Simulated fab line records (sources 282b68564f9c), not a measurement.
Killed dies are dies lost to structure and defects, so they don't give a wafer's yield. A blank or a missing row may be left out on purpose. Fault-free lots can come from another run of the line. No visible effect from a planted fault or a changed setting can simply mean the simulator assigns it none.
A lot that was struck, set against a sound lot || flow rit cmos || 15 steps out of a route of 202
Sound: wafers L930.2, L930.3, L930.6. The struck wafers were L926.3, L926.4, L926.6. The cause comes at the end.
For every step that has rows: the tool of each side, followed by ch and its chambers, followed by its first start. Under that, the readings that differ: sound wafers || struck wafers || difference of the means || sigmas: that difference in standard deviations of wafers without a fault.
alike: a reading whose means differ by less than 2 such deviations, as well as words and numbers matching on both sides. not compared: withheld readings; readings where some wafer has no value; bounds like >300 that might hide an equal value; numbers whose values overlap and for which the record gives no deviation.
A row with sigmas, a row that says differs or no value, or rows on one side alone: a step with any of these is where the two part. Numbers that don't overlap but have no deviation are shown without sigmas and don't part them. A reading that every wafer of one side lacks parts them only if that side has two wafers or more.

RIT_SDANNEAL_RTA_03: time 5 s.
  sound on rtp anneal-01 ch 0, day 6 10:50; struck on rtp anneal-02 ch 0, day 5 18:52
  alike: wafer_temp_C_max
RIT_SDANNEAL_RS_MEAS_04: measures by four-point-probe.
  struck on film metro-02, day 5 18:57; sound on film metro-03, day 6 10:55
  alike: PSD_RS
RIT_SDANNEAL_RS_MEAS_05: measures by four-point-probe.
  struck on film metro-02, day 5 19:04; sound on film metro-03, day 6 11:02
  alike: NSD_RS
RIT_SDANNEAL_RS_MEAS_06: measures by four-point-probe.
  struck on film metro-02, day 5 19:11; sound on film metro-03, day 6 11:09
  alike: PLDD_RS
RIT_SDANNEAL_RS_MEAS_07: measures by four-point-probe.
  struck on film metro-02, day 5 19:19; sound on film metro-03, day 6 11:16
  alike: NLDD_RS
then, 1 step without rows for these wafers: RIT_SILICIDE_WET_ETCH_00 (etches SiO2 in BOE, target depth 14 nm, time 15 s).
RIT_SILICIDE_SPUTTER_01: material Ti, target thk 30 nm, time 240 s.
  struck on pvd sputter-04, day 5 19:24; sound on pvd sputter-02, day 6 11:23
  alike: throttle valve pct
RIT_SILICIDE_RS_MEAS_02: measures by four-point-probe.
  struck on film metro-01, day 5 19:35; sound on film metro-01, day 6 11:33
  alike: SILICIDE_TI_RS
RIT_SILICIDE_THK_MEAS_03: measures by xrf.
  struck on film metro-01, day 5 19:41; sound on film metro-01, day 6 11:40
  alike: SILICIDE_TI_THK
RIT_SILICIDE_RTA_04: time 10 s, ramp up 5 s, ramp down 5 s.
  sound on rtp anneal-01 ch 0, day 6 11:43; struck on rtp anneal-01 ch 0, day 5 19:45
  alike: wafer_temp_C_max
then, 1 step without rows for these wafers: RIT_SILICIDE_WET_ETCH_05 (etches Ti in SPM, time 120 s).
RIT_SILICIDE_RTA_06: time 10 s, ramp up 5 s, ramp down 10 s.
  sound on rtp anneal-02 ch 0, day 6 11:50; struck on rtp anneal-02 ch 0, day 5 19:52
  alike: wafer_temp_C_max
RIT_CONTACT_CVD_00: deposits SiO2 from TEOS, target thk 400 nm, time 61 s.
  sound on pecvd-02 ch 1,2, day 6 11:53; struck on pecvd-02 ch 0,2, day 5 20:07
  alike: heater power w, rf fwd power W
RIT_CONTACT_THK_MEAS_01:
  struck on film metro-02, day 5 20:25; sound on film metro-02, day 6 11:57
{"reading": "CONTACT_TEOS_THK (nm)", "sound": "397 398 414", "struck": "800 813 817", "difference": "+407", "sigmas": "+88"}
RIT_M1_PROBE_99:
  the record has rows for the sound wafers here (prober-01, day 6 18:11) and none for the struck ones

## WHERE THEY PART
Last at RIT_M1_PROBE_99 as far as this record goes, first at RIT_CONTACT_THK_MEAS_01.

WHY: what had been put in by the simulator
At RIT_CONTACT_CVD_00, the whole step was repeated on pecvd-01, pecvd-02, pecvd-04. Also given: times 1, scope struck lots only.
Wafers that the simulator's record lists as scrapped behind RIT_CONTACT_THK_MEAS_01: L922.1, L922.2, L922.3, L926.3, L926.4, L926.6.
